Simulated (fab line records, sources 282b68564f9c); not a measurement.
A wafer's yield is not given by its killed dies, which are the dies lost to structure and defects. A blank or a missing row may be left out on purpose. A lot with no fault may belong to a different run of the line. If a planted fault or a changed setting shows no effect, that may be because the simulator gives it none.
Comparing a struck lot with a sound one :: flow rit_cmos :: 15 steps out of a route of 202
Sound: the wafers L807.1, L807.2, L807.5. Struck: wafer L818.1 (L818.2, L818.6, from the same lot, were not struck and are left out); the cause is given at the end.
Per side, at each step with rows, come the tool, then ch with its chambers, and then its first start. Under that, the readings that differ: sound wafers :: struck wafers :: difference of the means :: sigmas: that difference in standard deviations of wafers without a fault.
alike: readings with means less than 2 such deviations apart, plus words and numbers identical on both sides. not compared: withheld readings, readings lacking a value on some wafer, bounds such as >300 that could conceal the same value, and numbers that have no deviation in the record and whose values overlap.
Wherever a step has rows on one side only, a row that says differs or no value, or a row with sigmas, the two part there. Numbers that don't overlap but have no deviation are shown without sigmas and don't part them. Lack of a reading on every wafer of one side parts them only where that side has two or more wafers.

first, 1 step without rows for these wafers: RIT_ACTIVE_OXIDATION_01 (target thk 46.8 nm, ox time 3360 s).
RIT_ACTIVE_THK_MEAS_02:
  sound on film_metro-04, day 2 03:49; struck on film_metro-03, day 4 10:30
  alike: ACTIVE_OXIDE_THK
then, 1 step without rows for these wafers: RIT_ACTIVE_CVD_03 (deposits Si3N4 from SiH2Cl2/NH3, target thk 150 nm, time 1500 s).
RIT_ACTIVE_THK_MEAS_04:
  sound on film_metro-02, day 2 05:18; struck on film_metro-02, day 4 11:58
  alike: ACTIVE_NITRIDE_THK
then, 6 steps without rows for these wafers: RIT_ACTIVE_HMDS_05 (prime time 60 s); RIT_ACTIVE_COAT_06 (resist thk 1000 nm); RIT_ACTIVE_SOFTBAKE_07 (time 60 s); RIT_ACTIVE_EXPOSE_08 (exposes mask M1, target cd 1400 nm); RIT_ACTIVE_PEB_09; RIT_ACTIVE_DEVELOP_10 (develop time 50 s).
RIT_ACTIVE_CD_MEAS_11: the cd target is 1400 nm.
  sound on cd_sem-02, day 2 06:20; struck on cd_sem-02, day 4 12:53
  alike: cd_nm
then, 1 step without rows for these wafers: RIT_ACTIVE_HARDBAKE_12 (time 60 s).
RIT_ACTIVE_ETCH_13: etches Si3N4 in SF6, stops on SiO2, time 210 s, target depth 210 nm.
  sound on rie_diel-01 ch 1,3, day 2 06:36; struck on rie_diel-01 ch 3, day 4 13:09
reading: oes_product_au (a.u.)
sound: 0.820 0.816 0.819
struck: 0.900
difference: +0.082
sigmas: +6

reading: over_etch_frac
sound: 0.4 0.4 0.4
struck: 0.17899
difference: -0.22101
sigmas: 

reading: model.NOVOLAK_of_ACTIVE_COAT_06.thk_nm (nm)
sound: 662.2 661.4 659.3
struck: 698.2
difference: +37.2
sigmas: 
  alike: chamber_pressure_mTorr, drypump_motor_current_A, rf_fwd_power_W, throttle_valve_pct
  not compared: rf_hours_counter_h
RIT_ACTIVE_STRIP_14: strips in O2, time 180 s.
  sound on plasma_asher-01 ch 0,1, day 2 06:44; struck on plasma_asher-03 ch 1, day 4 13:17
reading: drypump_motor_current_A (A)
sound: 5.32 5.51 5.52
struck: 6.01
difference: +0.56
sigmas: +2
  alike: chamber_pressure_mTorr
  not compared: rf_hours_counter_h
RIT_M1_PROBE_99:
  sound on prober-01, day 4 03:47; struck on prober-02, day 6 12:16
reading: killed_open
sound: 8 4 2
struck: 9
difference: +4
sigmas: +2
  alike: killed_at_contacts, killed_at_front_end, killed_dies, killed_on_rim, killed_short

== WHERE THEY PART ==
Last at RIT_M1_PROBE_99 as far as this record goes, first at RIT_ACTIVE_ETCH_13.

WHY: whatever the simulator had introduced
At RIT_ACTIVE_ETCH_13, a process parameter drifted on rie_diel-01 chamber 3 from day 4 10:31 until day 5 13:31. A move of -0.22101 in setting over_etch_frac, from 0.4.
